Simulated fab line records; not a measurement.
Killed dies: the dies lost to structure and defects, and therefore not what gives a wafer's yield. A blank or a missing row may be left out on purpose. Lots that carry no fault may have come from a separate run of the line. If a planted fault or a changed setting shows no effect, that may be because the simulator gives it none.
Chamber matching	flow berkeleyCmos170	4 sister chambers for UCB170_SPACER_ETCHBACK_03 on rieDiel-03
The step etches SiO2 in CHF3/CF4/Ar, stops on Si, target depth 376 nm, time 100 s. 14 wafers are shown with their chamber, then 6 later ones without.

WAFERS WITH THEIR CHAMBER
wafer	chamber	throttleValvePct (%)	drypumpMotorCurrentA (A)	oesProductAu (a.u.)
L110.1	0	6.57	5.0	0.892
L110.2	1	6.25	4.8	0.903
L110.6	3	6.29	6.0	0.911
L113.3	0	6.56	5.0	0.908
L113.4	3	6.29	6.0	0.931
L113.5	2	6.30	6.1	0.919
L115.1	1	6.24	4.8	0.894
L115.2	0	6.55	5.0	0.894
L115.3	3	6.29	6.0	0.894
L120.3	0	6.56	5.0	0.912
L120.5	1	6.25	4.7	0.938
L120.6	2	6.29	6.1	0.921
L118.1	2	6.29	6.0	0.896
L118.4	3	6.29	6.0	0.908

SIGNATURES, as means of the wafers listed above
reading	chamber 0	chamber 1	chamber 2	chamber 3	scatter within a chamber
throttleValvePct	6.5600	6.2467	6.2933	6.2900	0.00577
drypumpMotorCurrentA	5.000	4.767	6.067	6.000	0.0365
oesProductAu	0.90150	0.91167	0.91200	0.91100	0.0157
Rule: for a wafer and a chamber, the distance is found by dividing, reading by reading, the gap between the wafer's reading and the chamber's mean by the reading's scatter, squaring, summing and taking the root. The wafer belongs to the nearest chamber; if the next one is less than 2 further off, it can't be placed. The scatter: the root of (the sum of the squares of (reading less its chamber's mean) over the shown wafers, divided by (wafers less chambers)).

WAFERS WITH NO CHAMBER GIVEN
wafer	throttleValvePct (%)	drypumpMotorCurrentA (A)	oesProductAu (a.u.)
L118.5	6.29	6.0	0.909
L124.1	6.29	6.0	0.893
L124.2	6.55	5.0	0.912
L132.2	6.24	4.7	0.891
L132.5	6.55	4.9	0.906
L132.6	6.29	6.0	0.920

WHICH CHAMBER EACH ONE RAN IN
wafer	from the rows above	in truth
L118.5	can't be placed: 3 or 2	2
L124.1	can't be placed: 3 or 2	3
L124.2	0	0
L132.2	1	1
L132.5	0	0
L132.6	can't be placed: 3 or 2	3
Correctly placed: 3 of 6. Unplaceable from these rows: 3, with the true chamber sitting among the candidates in 3. Placed wrongly: 0.
